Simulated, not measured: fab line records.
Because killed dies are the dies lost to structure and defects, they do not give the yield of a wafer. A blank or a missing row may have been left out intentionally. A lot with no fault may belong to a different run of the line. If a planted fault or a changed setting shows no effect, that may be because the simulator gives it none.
fab line records	flow ritCmos
record: lots: 6	wafers: 18	lastDay: 7
route steps=202 shown NWELL@35 PWELL@39 WELLDRIVE@50 NRETRO@53 M1@202
lots untouched by any fault: they come from a run of this same line in which no faults occurred
startH: hours from the record's first day to the start of the lot's first wafer shown	waitH: hours from the lot's prior step to this one	" identical to the entry in the row above	L1.1+2: a single row standing in for several wafers	- no value present, or no start provided	* or withheld: withheld	< > ~ a bound
route shown NAME@n: names a module that has steps shown in the file, with the first one's number in the route	usual: average and standard deviation across the fault-free wafers	same: alike in all rows	chamber/n: place in a boat	sites: each site's reading	_std_site: the values' standard deviation	_edge_site: the outer-site mean with the inner-site mean subtracted	radiusMm: how far each site lies from the wafer's centre	mask NAME#n: copy n	behind: the tool/chamber that last shaped the wafer	hold: why the lot went on hold/how many hours it stayed there/how the hold came to an end	device: the transistor (n, p or np) that didn't switch	end of line: at the end of the route, the tests of the same wafers	a step given without rows: its recipe and nothing more	killed: the dies lost at the first sort to structure and to defects; this is not the yield of the wafer	map: dies across one wafer; x = killed, . = not, _ = none there
set.NAME: the setting that was run; set.NAME@STEP: the one run at that earlier step	model.NAME: the simulator's own value behind a step, which no gauge read
lots at selected steps of the route; one table per step, one row per wafer
services: when a tool's chamber went out of use (startH, in hours from the record's first day, below 0 if earlier), for how many hours, and the reason
== steps ==
step: RIT_NWELL_HARDBAKE_07
recipe: resist: NOVOLAK	tempC: 140	timeS: 120
step: RIT_NWELL_IMPLANT_08
recipe: species: P	energyKev: 170	doseCm2: 5e+13	tiltDeg: 7
step: RIT_NWELL_STRIP_09
recipe: chemistry: O2	timeS: 180	resist: NOVOLAK	platenTempC: withheld	powerW: 500	pressureMtorr: 4000	o2FlowSccm: 4000
usual: drypumpMotorCurrentA: 5.8/0.31
lot.wafer	tool	chamber	startH	waitH	drypumpMotorCurrentA	rfHoursCounterH
L398.1	plasmaAsher-03	0	21.88	0.1	5.8	37
L398.2	"	1	"	"	6.1	37
L398.4	"	0	"	"	5.9	-
L402.3	plasmaAsher-01	0	42.83	0.1	5.2	-
L402.4	"	1	"	"	6.0	-
L402.5	"	0	"	"	5.2	-
L416.1	plasmaAsher-02	1	112.25	0.1	5.4	34
L416.3	"	0	"	"	5.8	-
L416.4	"	1	"	"	5.4	-
L417.3	plasmaAsher-02	1	118.54	0.1	5.4	-
L417.4	"	0	"	"	5.8	-
L417.5	"	0	"	"	5.8	-
L418.2	plasmaAsher-02	0	122.87	0.1	5.8	35
L418.4	"	1	"	"	5.4	-
L418.6	"	0	"	"	5.8	-
L421.3	plasmaAsher-02	0	137.86	0.1	5.8	-
L421.4	"	1	"	"	5.3	-
L421.5	"	1	"	"	5.4	-
step: RIT_NWELL_TW_MEAS_10
usual: NWELL_TW: 2159/12
lot.wafer	tool	chamber	startH	waitH	NWELL_TW
L398.1	filmMetro-03	-	22.06	0.1	2167
L398.2	"	-	"	"	2170
L398.4	"	-	"	"	2179
L402.3	filmMetro-01	-	42.97	0.1	2160
L402.4	"	-	"	"	2151
L402.5	"	-	"	"	2158
L416.1	filmMetro-04	-	112.43	0.1	2159
L416.3	"	-	"	"	2144
L416.4	"	-	"	"	2151
L417.3	filmMetro-04	-	118.68	0.1	2153
L417.4	"	-	"	"	2155
L417.5	"	-	"	"	2144
L418.2	filmMetro-04	-	123.06	0.1	2171
L418.4	"	-	"	"	2157
L418.6	"	-	"	"	2174
L421.3	filmMetro-03	-	137.99	0.1	2153
L421.4	"	-	"	"	2149
L421.5	"	-	"	"	2167
step: RIT_PWELL_HMDS_00
recipe: primeTimeS: 60	primeTempC: 140
step: RIT_PWELL_COAT_01
recipe: resist: NOVOLAK	spinRpm: 2000	resistThkNm: 1300
step: RIT_PWELL_SOFTBAKE_02
recipe: resist: NOVOLAK	tempC: 90.93	timeS: 60
step: RIT_PWELL_EXPOSE_03
recipe: maskId: M3	na: 0.57	targetCdNm: 43700	doseMj: 250
step: RIT_PWELL_PEB_04
recipe: resist: NOVOLAK	tempC: withheld	timeS: withheld
step: RIT_PWELL_DEVELOP_05
recipe: resist: NOVOLAK	developTimeS: 68	devTempC: 23
step: RIT_PWELL_OVL_MEAS_06
usual: PWELL_OVL: 0.6/1.4
lot.wafer	tool	chamber	startH	waitH	PWELL_OVL[nm]
L398.1	overlay-01	-	23.12	-	1.4
L398.2	"	-	"	"	2.3
L398.4	"	-	"	"	2.1
L402.3	overlay-01	-	44.03	-	1.7
L402.4	"	-	"	"	1.1
L402.5	"	-	"	"	1.5
L416.1	overlay-02	-	113.37	-	0.3
L416.3	"	-	"	"	-1.1
L416.4	"	-	"	"	0.0
L417.3	overlay-01	-	119.73	-	-0.4
L417.4	"	-	"	"	0.5
L417.5	"	-	"	"	0.5
L418.2	overlay-02	-	124.12	-	0.6
L418.4	"	-	"	"	0.3
L418.6	"	-	"	"	0.7
L421.3	overlay-02	-	138.93	-	-1.4
L421.4	"	-	"	"	-1.6
L421.5	"	-	"	"	-1.7
step: RIT_PWELL_HARDBAKE_07
recipe: resist: NOVOLAK	tempC: 140	timeS: 120
step: RIT_PWELL_IMPLANT_08
recipe: species: B	energyKev: 170	doseCm2: 7e+13	tiltDeg: 7.281
usual: beamOnS: 10.01/0.19	doseIonsCm2: 6.999e+13/7.8e+10	faradayCurrentUA: 222/4
lot.wafer	tool	chamber	startH	waitH	beamOnS	doseIonsCm2	faradayCurrentUA
L398.1	implanter-01	0	23.41	0.2	9.74	6.988e+13	227
L398.2	"	0	"	"	9.99	6.993e+13	223
L398.4	"	0	"	"	9.82	6.992e+13	226
L402.3	implanter-02	0	44.36	0.2	9.96	6.993e+13	222
L402.4	"	0	"	"	9.92	6.984e+13	224
L402.5	"	0	"	"	10.05	6.992e+13	221
L416.1	implanter-01	0	113.66	0.2	10.36	6.652e+13	204
L416.3	"	0	"	"	10.11	6.647e+13	210
L416.4	"	0	"	"	9.81	6.643e+13	214
L417.3	implanter-02	0	120.10	0.2	9.82	7.012e+13	225
L417.4	"	0	"	"	9.79	6.998e+13	227
L417.5	"	0	"	"	9.84	7.01e+13	226
L418.2	implanter-01	0	124.43	0.2	9.96	6.637e+13	211
L418.4	"	0	"	"	9.86	6.652e+13	213
L418.6	"	0	"	"	10.10	6.662e+13	208
L421.3	implanter-04	0	139.25	0.2	10.11	7.004e+13	219
L421.4	"	0	"	"	10.06	7.009e+13	222
L421.5	"	0	"	"	9.97	7.004e+13	223
step: RIT_PWELL_STRIP_09
recipe: chemistry: O2	timeS: 180	resist: NOVOLAK	platenTempC: withheld	powerW: 500	pressureMtorr: 4000	o2FlowSccm: 4000
usual: drypumpMotorCurrentA: 5.8/0.34
lot.wafer	tool	chamber	startH	waitH	drypumpMotorCurrentA	rfHoursCounterH
L398.1	plasmaAsher-01	1	23.56	0.1	6.0	38
L398.2	"	0	"	"	5.2	38
L398.4	"	0	"	"	5.2	-
L402.3	plasmaAsher-03	0	44.52	0.1	5.8	-
L402.4	"	1	"	"	6.2	-
L402.5	"	1	"	"	6.2	-
L416.1	plasmaAsher-01	1	113.81	0.1	6.0	48
L416.3	"	0	"	"	5.2	-
L416.4	"	1	"	"	6.0	-
L417.3	plasmaAsher-03	0	120.26	0.1	5.9	-
L417.4	"	1	"	"	6.1	-
L417.5	"	1	"	"	6.1	-
L418.2	plasmaAsher-01	0	124.55	0.1	5.2	50
L418.4	"	0	"	"	5.2	-
L418.6	"	0	"	"	5.2	-
L421.3	plasmaAsher-01	0	139.41	0.1	5.2	-
L421.4	"	1	"	"	6.0	-
L421.5	"	0	"	"	5.2	-
step: RIT_PWELL_TW_MEAS_10
usual: PWELL_TW: 961/6.2
lot.wafer	tool	chamber	startH	waitH	PWELL_TW
L398.1	filmMetro-03	-	23.73	0.1	964
L398.2	"	-	"	"	968
L398.4	"	-	"	"	973
L402.3	filmMetro-03	-	44.65	0.1	959
L402.4	"	-	"	"	955
L402.5	"	-	"	"	960
L416.1	filmMetro-03	-	113.98	0.1	947
L416.3	"	-	"	"	948
L416.4	"	-	"	"	948
L417.3	filmMetro-03	-	120.39	0.1	951
L417.4	"	-	"	"	957
L417.5	"	-	"	"	962
L418.2	filmMetro-01	-	124.74	0.1	944
L418.4	"	-	"	"	944
L418.6	"	-	"	"	942
L421.3	filmMetro-01	-	139.55	0.1	958
L421.4	"	-	"	"	962
L421.5	"	-	"	"	966
step: RIT_WELLDRIVE_ANNEAL_00
recipe: tempC: 1100	timeS: 14700	ambient: N2
step: RIT_WELLDRIVE_RS_MEAS_01
recipe: thkMeasGauge: four-point-probe
usual: NWELL_RS: 276.0/0.67
lot.wafer	tool	chamber	startH	waitH	NWELL_RS[ohm/sq]
L398.1	filmMetro-03	-	29.35	0.0	276.5
L398.2	"	-	"	"	276.4
L398.4	"	-	"	"	276.9
L402.3	filmMetro-03	-	50.72	0.0	275.1
L402.4	"	-	"	"	275.5
L402.5	"	-	"	"	275.6
L416.1	filmMetro-03	-	119.12	0.0	276.2
L416.3	"	-	"	"	276.8
L416.4	"	-	"	"	276.7
L417.3	filmMetro-03	-	125.56	0.0	277.0
L417.4	"	-	"	"	276.2
L417.5	"	-	"	"	277.0
L418.2	filmMetro-04	-	130.62	0.0	275.2
L418.4	"	-	"	"	275.5
L418.6	"	-	"	"	275.9
L421.3	filmMetro-03	-	147.62	0.0	276.1
L421.4	"	-	"	"	276.1
L421.5	"	-	"	"	275.1
step: RIT_WELLDRIVE_RS_MEAS_02
recipe: thkMeasGauge: four-point-probe
usual: PWELL_RS: 429.9/1.3
lot.wafer	tool	chamber	startH	waitH	PWELL_RS[ohm/sq]
L398.1	filmMetro-03	-	29.47	0.1	427.3
L398.2	"	-	"	"	426.4
L398.4	"	-	"	"	427.4
L402.3	filmMetro-03	-	50.84	0.1	429.3
L402.4	"	-	"	"	430.1
L402.5	"	-	"	"	429.8
L416.1	filmMetro-03	-	119.24	0.1	443.4
L416.3	"	-	"	"	444.7
L416.4	"	-	"	"	444.3
L417.3	filmMetro-03	-	125.68	0.1	430.4
L417.4	"	-	"	"	430.4
L417.5	"	-	"	"	429.4
L418.2	filmMetro-04	-	130.74	0.1	444.1
L418.4	"	-	"	"	445.2
L418.6	"	-	"	"	446.7
L421.3	filmMetro-03	-	147.74	0.1	431.4
L421.4	"	-	"	"	431.6
L421.5	"	-	"	"	431.1
step: RIT_NRETRO_HMDS_00
recipe: primeTimeS: 60	primeTempC: 140
step: RIT_M1_PROBE_99
usual: killedAtContacts: 0.0/0.22	killedAtFrontEnd: 7/3.2	killedDies: 8/3.2	killedOpen: 3.7/2.1	killedShort: 3.8/2.2
same: grossDies: 264	killed_at_M0_to_M3: 0	killed_at_M4_up: 0	killedAtBackSide: 0	killedAtOther: 0
lot.wafer	tool	chamber	startH	waitH	killedAtContacts	killedAtFrontEnd	killedDies	killedOpen	killedShort	model.etest.pwellPinched.rsOhmSq	model.etest.pwell.rsOhmSq	model.etest.diodeNplusPwell.bvV	model.etest.diodeNplusComb.cjFfUm2	model.etest.diodeNplusPwell.cjFfUm2
L398.1	prober-01	-	58.90	0.1	0	11	11	7	4	458.3	412	5.966	2.655	2.086
L398.2	prober-01	-	58.95	0.1	0	10	10	6	4	448.8	404.9	5.949	2.644	2.08
L398.4	prober-01	-	59.05	0.2	0	8	8	4	4	452.4	408.5	5.988	2.666	2.079
L402.3	prober-01	-	81.15	0.2	0	9	9	5	4	457.5	413.2	6.101	2.613	2.038
L402.4	prober-01	-	81.20	0.2	0	4	4	2	2	458.8	413.4	6.1	2.585	2.024
L402.5	prober-01	-	81.25	0.2	0	4	4	3	1	457.9	414.5	6.059	2.606	2.035
L416.1	prober-01	-	153.19	0.1	0	4	4	3	1	475.5	432.1	6.056	2.599	2.041
L416.3	prober-01	-	153.29	0.2	0	5	5	0	5	475.9	433.4	6.044	2.587	2.037
L416.4	prober-01	-	153.34	0.2	0	7	7	6	1	485.9	436.9	6.076	2.627	2.042
L417.3	prober-02	-	158.09	0.2	0	11	11	1	10	464.1	417.6	5.946	2.637	2.077
L417.4	prober-02	-	158.14	0.2	0	7	7	3	4	461	416.4	6.011	2.62	2.05
L417.5	prober-02	-	158.19	0.2	0	6	6	2	4	462.4	412.4	5.958	2.625	2.068
L418.2	prober-01	-	161.08	0.1	0	3	3	2	1	474.2	429.6	6.042	2.614	2.047
L418.4	prober-01	-	161.18	0.2	1	1	2	2	0	476.8	424.6	6.052	2.636	2.05
L418.6	prober-01	-	161.28	0.2	0	3	3	1	2	477.2	425.8	6.028	2.599	2.058
L421.3	prober-02	-	179.31	0.2	0	13	13	6	7	470.1	419.5	6.012	2.646	2.072
L421.4	prober-02	-	179.36	0.2	0	6	6	3	3	468.5	418.2	6.026	2.657	2.051
L421.5	prober-02	-	179.41	0.2	0	9	9	3	6	458.1	418.8	6.01	2.582	2.045
killed by level:class
L398.1 SPACER:geometricParticle:open=3 FOX1:geometricParticle:open=2 FOX2:geometricParticle:short=2 GATE:geometricParticle:open=2 FOX1:geometricParticle:short=1 GATE:geometricParticle:short=1
L398.2 GATE:geometricParticle:open=3 SPACER:geometricParticle:short=3 SPACER:geometricParticle:open=2 FOX2:geometricParticle:open=1 GATE:geometricParticle:short=1
L398.4 GATE:geometricParticle:short=3 REOX:geometricParticle:open=2 REOX:geometricParticle:short=1 SPACER:geometricParticle:open=1 SILICIDE:geometricParticle:open=1
L402.3 FOX1:geometricParticle:short=3 FOX1:geometricParticle:open=2 GATE:geometricParticle:open=2 SILICIDE:geometricParticle:open=1 SILICIDE:geometricParticle:short=1
L402.4 GATE:geometricParticle:open=1 GATE:geometricParticle:short=1 REOX:geometricParticle:open=1 SPACER:geometricParticle:short=1
L402.5 GATE:geometricParticle:open=2 FOX1:geometricParticle:open=1 REOX:geometricParticle:short=1
L416.1 GATE:geometricParticle:open=1 REOX:geometricParticle:open=1 REOX:geometricParticle:short=1 SPACER:geometricParticle:open=1
L416.3 GATE:geometricParticle:short=4 SPACER:geometricParticle:short=1
L416.4 GATE:geometricParticle:open=3 FOX1:geometricParticle:open=2 REOX:geometricParticle:short=1 REOX:geometricParticle:open=1
L417.3 FOX2:geometricParticle:short=4 GATE:geometricParticle:short=3 REOX:geometricParticle:short=2 GATE:geometricParticle:open=1 SPACER:geometricParticle:short=1
L417.4 FOX2:geometricParticle:open=2 FOX2:geometricParticle:short=2 FOX1:geometricParticle:open=1 GATE:geometricParticle:short=1 SILICIDE:geometricParticle:short=1
L417.5 FOX2:geometricParticle:short=2 FOX1:geometricParticle:short=1 FOX1:geometricParticle:open=1 GATE:geometricParticle:short=1 SPACER:geometricParticle:open=1
L418.2 FOX1:geometricParticle:open=1 GATE:geometricParticle:open=1 SILICIDE:geometricParticle:short=1
L418.4 FOX1:geometricParticle:open=1 CONTACT:geometricParticle:open=1
L418.6 SILICIDE:geometricParticle:short=2 FOX1:geometricParticle:open=1
L421.3 GATE:geometricParticle:short=4 REOX:geometricParticle:open=3 GATE:geometricParticle:open=1 REOX:geometricParticle:short=1 SPACER:geometricParticle:short=1 SPACER:geometricParticle:open=1 SILICIDE:geometricParticle:short=1 SILICIDE:geometricParticle:open=1
L421.4 GATE:geometricParticle:open=2 GATE:geometricParticle:short=1 SPACER:geometricParticle:short=1 SPACER:geometricParticle:open=1 SILICIDE:geometricParticle:short=1
L421.5 FOX1:geometricParticle:open=1 FOX1:geometricParticle:short=1 FOX2:geometricParticle:open=1 FOX2:geometricParticle:short=1 GATE:geometricParticle:short=1 GATE:geometricParticle:open=1 REOX:geometricParticle:short=1 SPACER:geometricParticle:short=1
== services ==
tool	chamber	startH	hours	kind
plasmaAsher-02	-	-0.92	0.9	repair
plasmaAsher-02	-	3.66	2.5	repair
implanter-01	-	4.93	3.2	pm
plasmaAsher-02	-	7.93	0.9	repair
implanter-04	-	22.97	81.8	pm
plasmaAsher-01	-	54.90	3.0	repair
implanter-02	-	107.19	5.2	repair
implanter-04	-	107.93	3.1	repair
plasmaAsher-03	-	108.75	9.0	pm
plasmaAsher-03	0	108.75	9.0	ventCycle
plasmaAsher-03	1	108.75	9.0	ventCycle
plasmaAsher-03	0	117.75	-	clean
plasmaAsher-03	1	117.75	-	clean
implanter-04	-	130.88	5.3	pm
plasmaAsher-02	-	132.94	4.4	repair
== key ==
firstSign: step: RIT_PWELL_IMPLANT_08	reading: doseIonsCm2	direction: down	sigmas: 45	usual: 6.999e+13	struck: 6.649e+13
effect: step: RIT_PWELL_IMPLANT_08	reading: faradayCurrentUA	direction: down	sigmas: 2.8	usual: 222	struck: 210
effect: step: RIT_PWELL_TW_MEAS_10	reading: PWELL_TW	direction: down	sigmas: 2.4	usual: 961	struck: 946
effect: step: RIT_WELLDRIVE_RS_MEAS_02	reading: PWELL_RS	direction: up	sigmas: 11	usual: 429.9	struck: 444.7
modelEffect: step: RIT_M1_PROBE_99	value: etest.pwellPinched.rsOhmSq	without: 461.7	struck: 477.6
metAt RIT_PWELL_IMPLANT_08
struckWafers L416.1,L416.3,L416.4,L418.2,L418.4,L418.6
testerLeftOut L416,L418
onsetBetween 23.41 113.66
fault: kind: processParameterDrift	tool: implanter-01	chamber: -	onsetH: 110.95	steps: RIT_PWELL_IMPLANT_08	channel: doseCm2	offset: -3.5e+12	shape: step	endH: 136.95	actsIn: theseRecipesOnly	stated: 7e+13
testerLeftOut: of these lots the tester's yield and bins aren't shown, on N5 and GAA mostly nor the transistor test; their killed dies are dies lost to structure and defects alone, not to doping, threshold or leakage, so they don't give the yield
